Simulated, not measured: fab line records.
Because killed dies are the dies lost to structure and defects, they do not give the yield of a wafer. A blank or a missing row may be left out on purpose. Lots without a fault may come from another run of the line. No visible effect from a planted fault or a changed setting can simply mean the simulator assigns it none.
fab line records	flow rit_cmos
[record] lots = 14	wafers = 42	last_day = 7
route steps=202 shown NWELL@34 PWELL@52 PSD@151 SDANNEAL@156 PLDD@159 M1@202
lots that met no fault: from a run of the same line without faults
start_h: hours from the record's first day to the start of the lot's first wafer shown	wait_h: hours elapsed since this lot's preceding step	" as in the row above	L1.1+2: a row that stands for several wafers	- no value, or no start was given	* or withheld: withheld	< > ~ a bound
route shown NAME@n: names a module that has steps shown in the file, with the first one's number in the route	usual: the fault-free wafers' mean and standard deviation	same: alike in all rows	chamber/n: place in a boat	sites: each site's reading	_std_site: the values' standard deviation	_edge_site: mean of outer sites minus mean of inner sites	radius_mm: how far each site lies from the wafer's centre	mask NAME#n: copy n	behind: tool/chamber where the wafer was last shaped	hold: why the lot went on hold/how many hours it stayed there/how the hold came to an end	device: the n, p or np transistor that did not switch	end of line: at the end of the route, the tests of the same wafers	a step given without rows: its recipe and nothing more	killed: the dies lost at the first sort to structure and to defects; this is not the yield of the wafer	map: the dies of a wafer, with x for killed, . for not killed, _ for no die there
set.NAME: the run value of the setting; set.NAME@STEP: its run value at that earlier step	model.NAME: the simulator's own value behind a step, which no gauge read
the route's steps for a sample of lots (tables are steps, rows are wafers)
services: the hour from which a tool's chamber was out of use, counted from the record's first day as start_h (under 0 if before that day), plus the number of hours and why
[[steps]]
[step RIT_NWELL_OVL_MEAS_06]
[usual] NWELL_OVL = -1.2/1.3
lot.wafer	tool	chamber	start_h	wait_h	NWELL_OVL[nm]
L239.1	overlay-02	-	25.41	-	-1.7
L239.2	"	-	"	"	-0.8
L239.4	"	-	"	"	-0.7
L240.1	overlay-02	-	30.15	-	-0.3
L240.2	"	-	"	"	1.5
L240.4	"	-	"	"	0.5
L241.1	overlay-02	-	36.32	-	-1.0
L241.3	"	-	"	"	-1.5
L241.5	"	-	"	"	-3.6
L242.1	overlay-02	-	41.66	-	-1.6
L242.3	"	-	"	"	-2.3
L242.6	"	-	"	"	-1.5
L243.3	overlay-01	-	45.38	-	-1.9
L243.4	"	-	"	"	1.9
L243.6	"	-	"	"	-0.3
L244.1	overlay-02	-	50.46	-	-1.3
L244.2	"	-	"	"	-1.6
L244.4	"	-	"	"	-1.1
L246.1	overlay-02	-	61.66	-	-2.8
L246.2	"	-	"	"	-2.3
L246.4	"	-	"	"	-2.1
L247.1	overlay-01	-	65.61	-	-0.8
L247.3	"	-	"	"	-2.9
L247.6	"	-	"	"	-2.5
L249.1	overlay-02	-	75.41	-	-0.9
L249.5	"	-	"	"	-0.5
L249.6	"	-	"	"	-0.9
L252.3	overlay-02	-	90.41	-	-0.8
L252.4	"	-	"	"	0.4
L252.6	"	-	"	"	-1.7
L254.1	overlay-02	-	100.85	-	-1.1
L254.2	"	-	"	"	-1.6
L254.5	"	-	"	"	-0.1
L257.1	overlay-02	-	116.98	-	-4.9
L257.3	"	-	"	"	-3.2
L257.6	"	-	"	"	-4.4
L259.1	overlay-01	-	127.11	-	-0.7
L259.4	"	-	"	"	0.1
L259.6	"	-	"	"	-1.4
L261.2	overlay-02	-	140.26	-	0.5
L261.5	"	-	"	"	-1.9
L261.6	"	-	"	"	-1.2
[step RIT_WELLDRIVE_RS_MEAS_02]
[recipe] thk_meas_gauge = four-point-probe
[usual] PWELL_RS = 429.7/1.2
lot.wafer	tool	chamber	start_h	wait_h	PWELL_RS[ohm/sq]
L239.1	film_metro-03	-	32.84	0.1	430.5
L239.2	"	-	"	"	428.5
L239.4	"	-	"	"	429.8
L240.1	film_metro-02	-	37.62	0.1	430.4
L240.2	"	-	"	"	428.5
L240.4	"	-	"	"	428.7
L241.1	film_metro-04	-	43.87	0.1	428.9
L241.3	"	-	"	"	430.7
L241.5	"	-	"	"	431.1
L242.1	film_metro-04	-	49.21	0.1	429.4
L242.3	"	-	"	"	428.5
L242.6	"	-	"	"	429.6
L243.3	film_metro-04	-	53.18	0.1	431.2
L243.4	"	-	"	"	431.1
L243.6	"	-	"	"	429.6
L244.1	film_metro-02	-	58.21	0.1	428.2
L244.2	"	-	"	"	428.2
L244.4	"	-	"	"	427.4
L246.1	film_metro-03	-	69.08	0.1	425.6
L246.2	"	-	"	"	429.5
L246.4	"	-	"	"	428.8
L247.1	film_metro-04	-	73.16	0.1	430.0
L247.3	"	-	"	"	428.3
L247.6	"	-	"	"	430.0
L249.1	film_metro-03	-	83.33	0.1	430.0
L249.5	"	-	"	"	430.6
L249.6	"	-	"	"	429.9
L252.3	film_metro-03	-	98.07	0.1	427.9
L252.4	"	-	"	"	429.2
L252.6	"	-	"	"	429.2
L254.1	film_metro-04	-	108.72	0.1	429.6
L254.2	"	-	"	"	430.2
L254.5	"	-	"	"	429.4
L257.1	film_metro-02	-	124.99	0.1	430.7
L257.3	"	-	"	"	430.0
L257.6	"	-	"	"	429.4
L259.1	film_metro-04	-	135.15	0.1	428.4
L259.4	"	-	"	"	429.3
L259.6	"	-	"	"	430.3
L261.2	film_metro-03	-	147.85	0.1	428.0
L261.5	"	-	"	"	429.0
L261.6	"	-	"	"	428.5
[step RIT_PSD_STRIP_09]
[recipe] chemistry = O2	time_s = 180	resist = NOVOLAK	platen_temp_c = withheld	power_w = 500	pressure_mtorr = 4000	o2_flow_sccm = 4000
[usual] drypump_motor_current_A = 5.8/0.38
lot.wafer	tool	chamber	start_h	wait_h	drypump_motor_current_A	rf_hours_counter_h
L239.1	plasma_asher-01	0	54.01	0.1	5.8	44
L239.2	"	1	"	"	5.9	44
L239.4	"	0	"	"	5.8	-
L240.1	plasma_asher-04	1	60.06	0.1	5.2	25
L240.2	"	0	"	"	6.3	25
L240.4	"	1	"	"	5.2	-
L241.1	plasma_asher-02	0	65.19	0.1	5.4	43
L241.3	"	1	"	"	6.1	-
L241.5	"	1	"	"	6.1	-
L242.1	plasma_asher-02	0	71.54	0.1	5.4	43
L242.3	"	0	"	"	5.4	-
L242.6	"	1	"	"	6.1	-
L243.3	plasma_asher-01	0	74.41	0.1	5.8	-
L243.4	"	1	"	"	5.9	-
L243.6	"	0	"	"	5.8	-
L244.1	plasma_asher-01	1	78.87	0.1	5.9	46
L244.2	"	0	"	"	5.8	46
L244.4	"	1	"	"	5.9	-
L246.1	plasma_asher-02	1	89.23	0.1	6.1	45
L246.2	"	0	"	"	5.4	45
L246.4	"	0	"	"	5.4	-
L247.1	plasma_asher-02	0	93.38	0.1	5.4	46
L247.3	"	0	"	"	5.4	-
L247.6	"	0	"	"	5.4	-
L249.1	plasma_asher-02	1	106.04	0.1	6.2	47
L249.5	"	1	"	"	6.2	-
L249.6	"	0	"	"	5.4	-
L252.3	plasma_asher-02	1	120.78	0.1	6.1	-
L252.4	"	0	"	"	5.4	-
L252.6	"	0	"	"	5.5	-
L254.1	plasma_asher-02	0	130.92	0.1	5.4	1
L254.2	"	1	"	"	6.1	1
L254.5	"	0	"	"	5.4	-
L257.1	plasma_asher-04	1	145.36	0.1	5.2	35
L257.3	"	0	"	"	6.3	-
L257.6	"	0	"	"	6.4	-
L259.1	plasma_asher-01	1	157.72	0.1	5.9	53
L259.4	"	1	"	"	5.9	-
L259.6	"	1	"	"	5.9	-
L261.2	plasma_asher-02	0	170.68	0.1	5.4	5
L261.5	"	0	"	"	5.4	-
L261.6	"	1	"	"	6.2	-
[step RIT_SDANNEAL_RTA_03]
[recipe] temp_c = 1050	time_s = 5	idle_temp_c = 600	ramp_up_c_per_s = 342	ramp_down_c_per_s = 171	cool_to_c = 600	ambient = N2
[usual] wafer_temp_C_max = 1053.5/1.1
lot.wafer	tool	chamber	start_h	wait_h	wafer_temp_C_max
L239.1	rtp_anneal-01	0	55.03	0.0	1053.9
L239.2	"	0	"	"	1054.0
L239.4	"	0	"	"	1053.2
L240.1	rtp_anneal-02	0	61.07	0.0	1053.2
L240.2	"	0	"	"	1053.4
L240.4	"	0	"	"	1054.3
L241.1	rtp_anneal-01	0	65.81	0.0	1052.8
L241.3	"	0	"	"	1052.8
L241.5	"	0	"	"	1052.5
L242.1	rtp_anneal-02	0	72.38	0.0	1054.5
L242.3	"	0	"	"	1052.8
L242.6	"	0	"	"	1054.0
L243.3	rtp_anneal-01	0	75.18	0.0	1054.6
L243.4	"	0	"	"	1055.5
L243.6	"	0	"	"	1053.4
L244.1	rtp_anneal-02	0	79.49	0.0	1052.9
L244.2	"	0	"	"	1054.5
L244.4	"	0	"	"	1054.4
L246.1	rtp_anneal-02	0	89.85	0.0	1051.7
L246.2	"	0	"	"	1053.3
L246.4	"	0	"	"	1053.5
L247.1	rtp_anneal-01	0	93.99	0.0	1045.3
L247.3	"	0	"	"	1046.6
L247.6	"	0	"	"	1045.2
L249.1	rtp_anneal-01	0	106.66	0.0	1044.0
L249.5	"	0	"	"	1044.5
L249.6	"	0	"	"	1044.8
L252.3	rtp_anneal-02	0	121.35	0.0	1052.5
L252.4	"	0	"	"	1052.0
L252.6	"	0	"	"	1051.5
L254.1	rtp_anneal-02	0	131.52	0.0	1052.4
L254.2	"	0	"	"	1053.0
L254.5	"	0	"	"	1054.7
L257.1	rtp_anneal-02	0	145.96	0.0	1052.0
L257.3	"	0	"	"	1053.5
L257.6	"	0	"	"	1052.4
L259.1	rtp_anneal-02	0	158.33	0.0	1053.8
L259.4	"	0	"	"	1052.6
L259.6	"	0	"	"	1053.5
L261.2	rtp_anneal-02	0	171.30	0.0	1054.9
L261.5	"	0	"	"	1053.9
L261.6	"	0	"	"	1053.4
[step RIT_SDANNEAL_RS_MEAS_04]
[recipe] thk_meas_gauge = four-point-probe
[usual] PSD_RS = 115.95/0.26
lot.wafer	tool	chamber	start_h	wait_h	PSD_RS[ohm/sq]
L239.1	film_metro-01	-	55.09	0.0	115.99
L239.2	"	-	"	"	116.00
L239.4	"	-	"	"	115.90
L240.1	film_metro-03	-	61.13	0.0	116.05
L240.2	"	-	"	"	115.82
L240.4	"	-	"	"	115.73
L241.1	film_metro-01	-	65.87	0.0	116.09
L241.3	"	-	"	"	116.12
L241.5	"	-	"	"	116.78
L242.1	film_metro-03	-	72.44	0.0	116.01
L242.3	"	-	"	"	115.76
L242.6	"	-	"	"	116.40
L243.3	film_metro-01	-	75.26	0.1	115.66
L243.4	"	-	"	"	115.57
L243.6	"	-	"	"	115.74
L244.1	film_metro-01	-	79.55	0.0	116.78
L244.2	"	-	"	"	116.08
L244.4	"	-	"	"	116.11
L246.1	film_metro-03	-	89.91	0.0	116.34
L246.2	"	-	"	"	115.93
L246.4	"	-	"	"	115.77
L247.1	film_metro-01	-	94.04	0.0	122.07
L247.3	"	-	"	"	121.66
L247.6	"	-	"	"	121.66
L249.1	film_metro-02	-	106.72	0.0	121.42
L249.5	"	-	"	"	121.77
L249.6	"	-	"	"	121.77
L252.3	film_metro-03	-	121.43	0.1	115.92
L252.4	"	-	"	"	116.20
L252.6	"	-	"	"	115.85
L254.1	film_metro-02	-	131.58	0.0	116.11
L254.2	"	-	"	"	116.05
L254.5	"	-	"	"	115.82
L257.1	film_metro-02	-	146.02	0.0	116.12
L257.3	"	-	"	"	115.86
L257.6	"	-	"	"	116.05
L259.1	film_metro-02	-	158.38	0.0	115.75
L259.4	"	-	"	"	115.70
L259.6	"	-	"	"	116.18
L261.2	film_metro-01	-	171.36	0.1	116.16
L261.5	"	-	"	"	115.72
L261.6	"	-	"	"	115.97
[step RIT_SDANNEAL_RS_MEAS_06]
[recipe] thk_meas_gauge = four-point-probe
[usual] PLDD_RS = 178.6/0.46
lot.wafer	tool	chamber	start_h	wait_h	PLDD_RS[ohm/sq]
L239.1	film_metro-01	-	55.33	0.1	178.5
L239.2	"	-	"	"	178.7
L239.4	"	-	"	"	177.7
L240.1	film_metro-03	-	61.37	0.1	178.8
L240.2	"	-	"	"	178.0
L240.4	"	-	"	"	178.0
L241.1	film_metro-01	-	66.11	0.1	178.9
L241.3	"	-	"	"	178.4
L241.5	"	-	"	"	179.6
L242.1	film_metro-03	-	72.68	0.1	179.0
L242.3	"	-	"	"	178.6
L242.6	"	-	"	"	178.7
L243.3	film_metro-01	-	75.50	0.1	178.4
L243.4	"	-	"	"	178.8
L243.6	"	-	"	"	178.6
L244.1	film_metro-01	-	79.79	0.1	179.2
L244.2	"	-	"	"	177.9
L244.4	"	-	"	"	178.4
L246.1	film_metro-03	-	90.15	0.1	179.1
L246.2	"	-	"	"	179.2
L246.4	"	-	"	"	179.5
L247.1	film_metro-01	-	94.28	0.1	184.8
L247.3	"	-	"	"	184.6
L247.6	"	-	"	"	184.1
L249.1	film_metro-02	-	106.96	0.1	183.8
L249.5	"	-	"	"	184.1
L249.6	"	-	"	"	183.7
L252.3	film_metro-03	-	121.67	0.1	178.4
L252.4	"	-	"	"	178.3
L252.6	"	-	"	"	178.5
L254.1	film_metro-02	-	131.82	0.1	178.6
L254.2	"	-	"	"	178.5
L254.5	"	-	"	"	178.5
L257.1	film_metro-02	-	146.26	0.1	179.2
L257.3	"	-	"	"	178.9
L257.6	"	-	"	"	179.6
L259.1	film_metro-02	-	158.62	0.1	178.6
L259.4	"	-	"	"	178.8
L259.6	"	-	"	"	178.3
L261.2	film_metro-01	-	171.60	0.1	179.1
L261.5	"	-	"	"	178.6
L261.6	"	-	"	"	178.9
[step RIT_M1_PROBE_99]
[usual] killed_at_M0_to_M3 = 0.0/0.19	killed_at_contacts = 0.1/0.27	killed_at_front_end = 6.4/2.9	killed_dies = 6.5/3	killed_open = 3.3/1.9	killed_short = 3.2/1.7
[same] gross_dies = 264	killed_at_M4_up = 0	killed_at_back_side = 0	killed_at_other = 0
lot.wafer	tool	chamber	start_h	wait_h	killed_at_M0_to_M3	killed_at_contacts	killed_at_front_end	killed_dies	killed_open	killed_short
L242.1	prober-02	-	80.38	0.1	0	0	7	7	3	4
L242.3	prober-02	-	80.48	0.2	0	0	4	4	1	3
L242.6	prober-02	-	80.63	0.2	0	0	7	7	3	4
// killed by level:class
L242.1 REOX:geometric_particle:short=2 FOX1:geometric_particle:open=1 GATE:geometric_particle:short=1 REOX:geometric_particle:open=1 SPACER:geometric_particle:short=1 SILICIDE:geometric_particle:open=1
L242.3 GATE:geometric_particle:short=1 REOX:geometric_particle:open=1 SPACER:geometric_particle:short=1 SILICIDE:geometric_particle:short=1
L242.6 GATE:geometric_particle:open=3 FOX2:geometric_particle:short=1 GATE:geometric_particle:short=1 REOX:geometric_particle:short=1 SILICIDE:geometric_particle:short=1
[[services]]
tool	chamber	start_h	hours	kind
plasma_asher-02	-	108.75	9.0	pm
plasma_asher-02	0	108.75	9.0	vent_cycle
plasma_asher-02	1	108.75	9.0	vent_cycle
plasma_asher-02	0	117.75	-	clean
plasma_asher-02	1	117.75	-	clean
rtp_anneal-02	-	143.50	1.0	pm
plasma_asher-01	-	144.01	10.0	pm
[[key]]
[first_sign] step = RIT_SDANNEAL_RTA_03	reading = wafer_temp_C_max	direction = down	sigmas = 7.7	usual = *	struck = *
[effect] step = RIT_SDANNEAL_RS_MEAS_04	reading = PSD_RS	direction = up	sigmas = 22	usual = 115.95	struck = 121.72
[effect] step = RIT_SDANNEAL_RS_MEAS_06	reading = PLDD_RS	direction = up	sigmas = 12	usual = 178.6	struck = 184.2
met_at RIT_SDANNEAL_RTA_03
struck_lots L247,L249
tester_left_out L247,L249
not_acting_at RIT_NWELL_OVL_MEAS_06,RIT_WELLDRIVE_RS_MEAS_02,RIT_PSD_STRIP_09
onset_between 75.18 93.99
[fault] kind = process_parameter_drift	tool = rtp_anneal-01	chamber = -	onset_h = 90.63	steps = RIT_SDANNEAL_RTA_03	channel = temp_c	offset = *	shape = step	end_h = 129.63	acts_in = *	stated = *
// tester_left_out: of these lots the tester's yield and bins aren't shown, on N5 and GAA mostly nor the transistor test; their killed dies are dies lost to structure and defects alone, not to doping, threshold or leakage, so they don't give the yield
